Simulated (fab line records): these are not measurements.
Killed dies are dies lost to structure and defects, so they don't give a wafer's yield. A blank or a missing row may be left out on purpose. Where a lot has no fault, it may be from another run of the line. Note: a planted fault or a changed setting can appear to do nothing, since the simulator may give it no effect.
What tool caused it? :: flow berkeleyCmos170 :: 42 wafers from 14 lots sampled at 5 of the route's 331 steps

## WHAT THE GAUGES SHOWED, per wafer
UCB170_START_THK_MEAS_03. Usual: START_OXIDE_THK typically reads 20.0 nm, with standard deviation 0.3.
lot: L772
measured: day 1 14:14
on: filmMetro-03
START_OXIDE_THK (nm): 20.0 20.2 20.3
flag: 

lot: L773
measured: day 1 19:25
on: filmMetro-01
START_OXIDE_THK (nm): 19.8 20.3 20.1
flag: 

lot: L774
measured: day 2 02:16
on: filmMetro-03
START_OXIDE_THK (nm): 20.4 20.0 20.3
flag: 

lot: L775
measured: day 2 06:31
on: filmMetro-03
START_OXIDE_THK (nm): 19.6 19.6 19.7
flag: 

lot: L776
measured: day 2 12:14
on: filmMetro-04
START_OXIDE_THK (nm): 20.2 19.8 20.0
flag: 

lot: L777
measured: day 2 17:51
on: filmMetro-04
START_OXIDE_THK (nm): 20.3 20.2 20.5
flag: 

lot: L778
measured: day 2 17:51
on: filmMetro-01
START_OXIDE_THK (nm): 20.2 19.7 20.0
flag: 

lot: L779
measured: day 3 01:08
on: filmMetro-04
START_OXIDE_THK (nm): 20.4 20.0 19.8
flag: 

lot: L780
measured: day 3 06:34
on: filmMetro-01
START_OXIDE_THK (nm): 19.6 19.6 19.9
flag: 

lot: L781
measured: day 3 12:22
on: filmMetro-04
START_OXIDE_THK (nm): 20.4 20.2 20.5
flag: 

lot: L790
measured: day 5 08:30
on: filmMetro-03
START_OXIDE_THK (nm): 20.1 19.7 20.1
flag: 

lot: L793
measured: day 5 21:45
on: filmMetro-01
START_OXIDE_THK (nm): 19.7 20.2 19.7
flag: 

lot: L794
measured: day 6 04:14
on: filmMetro-01
START_OXIDE_THK (nm): 19.8 19.9 19.5
flag: 

lot: L795
measured: day 6 09:30
on: filmMetro-03
START_OXIDE_THK (nm): 20.3 20.5 20.4
flag: 

UCB170_PWELL_THK_MEAS_03. Usual: PWELL_OXIDE_THK typically reads 26.3 nm, with standard deviation 0.48.
lot: L772
measured: day 2 22:10
on: filmMetro-02
PWELL_OXIDE_THK (nm): 27.1 27.0 27.4
flag: 

lot: L773
measured: day 2 22:11
on: filmMetro-01
PWELL_OXIDE_THK (nm): 26.5 26.3 26.1
flag: 

lot: L774
measured: day 3 08:06
on: filmMetro-01
PWELL_OXIDE_THK (nm): 26.3 25.9 26.1
flag: 

lot: L775
measured: day 3 08:06
on: filmMetro-03
PWELL_OXIDE_THK (nm): 26.8 26.5 26.0
flag: 

lot: L776
measured: day 3 16:34
on: filmMetro-01
PWELL_OXIDE_THK (nm): 25.6 25.8 25.8
flag: 

lot: L777
measured: day 3 18:53
on: filmMetro-01
PWELL_OXIDE_THK (nm): 25.8 25.9 25.7
flag: 

lot: L778
measured: day 3 18:53
on: filmMetro-02
PWELL_OXIDE_THK (nm): 26.3 26.2 25.7
flag: 

lot: L779
measured: day 4 04:00
on: filmMetro-03
PWELL_OXIDE_THK (nm): 26.2 26.4 26.8
flag: 

lot: L780
measured: day 4 04:00
on: filmMetro-02
PWELL_OXIDE_THK (nm): 26.6 26.2 26.6
flag: 

lot: L781
measured: day 4 12:49
on: filmMetro-02
PWELL_OXIDE_THK (nm): 26.1 26.2 26.7
flag: 

lot: L790
measured: day 6 05:10
on: filmMetro-03
PWELL_OXIDE_THK (nm): 26.0 26.0 25.9
flag: 

lot: L793
measured: day 6 19:15
on: filmMetro-01
PWELL_OXIDE_THK (nm): 26.3 26.7 26.6
flag: 

lot: L794
measured: day 7 06:38
on: filmMetro-03
PWELL_OXIDE_THK (nm): 26.1 26.5 26.9
flag: 

lot: L795
measured: day 7 13:26
on: filmMetro-03
PWELL_OXIDE_THK (nm): 27.2 27.1 26.5
flag: 

UCB170_ACTIVE_THK_MEAS_03. Usual: ACTIVE_OXIDE_THK typically reads 26.6 nm, with standard deviation 0.51.
lot: L772
measured: day 3 23:51
on: filmMetro-04
ACTIVE_OXIDE_THK (nm): 27.0 26.3 26.5
flag: 

lot: L773
measured: day 3 23:52
on: filmMetro-01
ACTIVE_OXIDE_THK (nm): 26.3 26.2 26.4
flag: 

lot: L774
measured: day 4 12:40
on: filmMetro-01
ACTIVE_OXIDE_THK (nm): 26.1 26.2 26.6
flag: 

lot: L775
measured: day 4 12:40
on: filmMetro-03
ACTIVE_OXIDE_THK (nm): 26.8 26.8 26.6
flag: 

lot: L776
measured: day 4 19:55
on: filmMetro-01
ACTIVE_OXIDE_THK (nm): 27.7 27.3 26.9
flag: 

lot: L777
measured: day 4 19:51
on: filmMetro-01
ACTIVE_OXIDE_THK (nm): 26.9 27.1 26.8
flag: 

lot: L778
measured: day 4 19:51
on: filmMetro-03
ACTIVE_OXIDE_THK (nm): 26.3 26.2 26.4
flag: 

lot: L779
measured: day 5 04:08
on: filmMetro-01
ACTIVE_OXIDE_THK (nm): 30.0 30.1 29.7
flag: OFF

lot: L780
measured: day 5 04:08
on: filmMetro-03
ACTIVE_OXIDE_THK (nm): 29.6 30.3 29.9
flag: OFF

lot: L781
measured: day 5 13:15
on: filmMetro-04
ACTIVE_OXIDE_THK (nm): 25.9 25.5 26.0
flag: 

lot: L790
measured: day 7 12:53
on: filmMetro-01
ACTIVE_OXIDE_THK (nm): 26.0 25.9 26.2
flag: 

lot: L793
measured: day 8 07:04
on: filmMetro-03
ACTIVE_OXIDE_THK (nm): 27.2 27.2 26.9
flag: 

lot: L794
measured: day 8 07:04
on: filmMetro-04
ACTIVE_OXIDE_THK (nm): 26.8 26.4 26.5
flag: 

lot: L795
measured: day 8 19:26
on: filmMetro-04
ACTIVE_OXIDE_THK (nm): 27.5 27.0 27.3
flag: 

UCB170_FIELD_THK_MEAS_02. Usual: FIELD_OXIDE_THK typically reads 560 nm, with standard deviation 9.7.
lot: L772
measured: day 4 17:10
on: filmMetro-02
FIELD_OXIDE_THK (nm): 549 561 545
flag: 

lot: L773
measured: day 4 17:11
on: filmMetro-03
FIELD_OXIDE_THK (nm): 566 557 563
flag: 

lot: L774
measured: day 5 02:16
on: filmMetro-01
FIELD_OXIDE_THK (nm): 540 535 537
flag: 

lot: L775
measured: day 5 02:16
on: filmMetro-02
FIELD_OXIDE_THK (nm): 549 556 550
flag: 

lot: L776
measured: day 5 07:59
on: filmMetro-03
FIELD_OXIDE_THK (nm): 550 552 547
flag: 

lot: L777
measured: day 5 07:57
on: filmMetro-02
FIELD_OXIDE_THK (nm): 549 549 557
flag: 

lot: L778
measured: day 5 07:59
on: filmMetro-01
FIELD_OXIDE_THK (nm): 561 562 551
flag: 

lot: L779
measured: day 5 20:05
on: filmMetro-02
FIELD_OXIDE_THK (nm): 556 566 546
flag: 

lot: L780
measured: day 5 20:05
on: filmMetro-03
FIELD_OXIDE_THK (nm): 564 565 560
flag: 

lot: L781
measured: day 6 02:05
on: filmMetro-03
FIELD_OXIDE_THK (nm): 566 571 558
flag: 

lot: L790
measured: day 8 06:08
on: filmMetro-01
FIELD_OXIDE_THK (nm): 574 575 580
flag: 

lot: L793
measured: day 8 23:55
on: filmMetro-03
FIELD_OXIDE_THK (nm): 568 570 562
flag: 

lot: L794
measured: day 8 23:55
on: filmMetro-02
FIELD_OXIDE_THK (nm): 556 562 558
flag: 

lot: L795
measured: day 9 11:38
on: filmMetro-01
FIELD_OXIDE_THK (nm): 551 552 551
flag: 

## WHICH TOOL RAN EACH LOT (tool, then ch and the chambers of the sampled wafers, then the start)
lot: L772
UCB170_ACTIVE_OXIDATION_02: furnace-04 ch 0, day 3 22:30

lot: L773
UCB170_ACTIVE_OXIDATION_02: furnace-04 ch 0, day 3 22:30

lot: L774
UCB170_ACTIVE_OXIDATION_02: furnace-02 ch 0, day 4 11:19

lot: L775
UCB170_ACTIVE_OXIDATION_02: furnace-02 ch 0, day 4 11:19

lot: L776
UCB170_ACTIVE_OXIDATION_02: furnace-02 ch 0, day 4 18:30

lot: L777
UCB170_ACTIVE_OXIDATION_02: furnace-02 ch 0, day 4 18:30

lot: L778
UCB170_ACTIVE_OXIDATION_02: furnace-02 ch 0, day 4 18:30

lot: L779
UCB170_ACTIVE_OXIDATION_02: furnace-02 ch 0, day 5 02:47

lot: L780
UCB170_ACTIVE_OXIDATION_02: furnace-02 ch 0, day 5 02:47

lot: L781
UCB170_ACTIVE_OXIDATION_02: furnace-03 ch 0, day 5 11:53

lot: L790
UCB170_ACTIVE_OXIDATION_02: furnace-03 ch 0, day 7 11:31

lot: L793
UCB170_ACTIVE_OXIDATION_02: furnace-02 ch 0, day 8 05:43

lot: L794
UCB170_ACTIVE_OXIDATION_02: furnace-02 ch 0, day 8 05:43

lot: L795
UCB170_ACTIVE_OXIDATION_02: furnace-02 ch 0, day 8 18:04
- UCB170_ACTIVE_OXIDATION_02: target thk 26.4 nm, ox time 1260 s.

## WHAT THE TOOLS THEMSELVES READ (means of the sampled wafers that have a number; where no wafer has one, the mark that the record gives instead)
UCB170_ACTIVE_OXIDATION_02. Usual: spikeTcCentreC reads 1003.0 C (standard deviation 1.5).
lot: L772
tool: furnace-04
spikeTcCentreC (C): 1002.1
flag: 

lot: L773
tool: furnace-04
spikeTcCentreC (C): 1002.0
flag: 

lot: L774
tool: furnace-02
spikeTcCentreC (C): 1002.6
flag: 

lot: L775
tool: furnace-02
spikeTcCentreC (C): 1002.8
flag: 

lot: L776
tool: furnace-02
spikeTcCentreC (C): 1003.1
flag: 

lot: L777
tool: furnace-02
spikeTcCentreC (C): 1001.6
flag: 

lot: L778
tool: furnace-02
spikeTcCentreC (C): 1000.9
flag: 

lot: L779
tool: furnace-02
spikeTcCentreC (C): 1003.0
flag: 

lot: L780
tool: furnace-02
spikeTcCentreC (C): 1002.0
flag: 

lot: L781
tool: furnace-03
spikeTcCentreC (C): 1005.1
flag: 

lot: L790
tool: furnace-03
spikeTcCentreC (C): 1005.3
flag: 

lot: L793
tool: furnace-02
spikeTcCentreC (C): 1003.3
flag: 

lot: L794
tool: furnace-02
spikeTcCentreC (C): 1004.2
flag: 

lot: L795
tool: furnace-02
spikeTcCentreC (C): 1003.0
flag: 

## THE ANSWER, worked out from the rows above alone
Rule: take the mean of a lot's wafers that have a number; if it is more than 3 standard deviations from the usual mean, the lot is off. A lot without any number at a reading at which 4 lots or more have one is off too. The other lots that the step has rows for count as sound. After the gauges, taken in route order, come the tools' own readings; for these a lot's mean is taken, as printed above. The first step at which some lot is off is used, and at that step the reading that is off furthest; a lot without a number counts as furthest.
Off: L779, L780, seen at UCB170_ACTIVE_THK_MEAS_03 (ACTIVE_OXIDE_THK).
A tool fits if, at a process step before that reading, it ran every lot that is off, and no sound lot after the first of them. Gauges at UCB170_ACTIVE_THK_MEAS_03: tried the same way as those tools. No candidate that was tried fits.

## WHAT THE SIMULATOR HAD PUT IN
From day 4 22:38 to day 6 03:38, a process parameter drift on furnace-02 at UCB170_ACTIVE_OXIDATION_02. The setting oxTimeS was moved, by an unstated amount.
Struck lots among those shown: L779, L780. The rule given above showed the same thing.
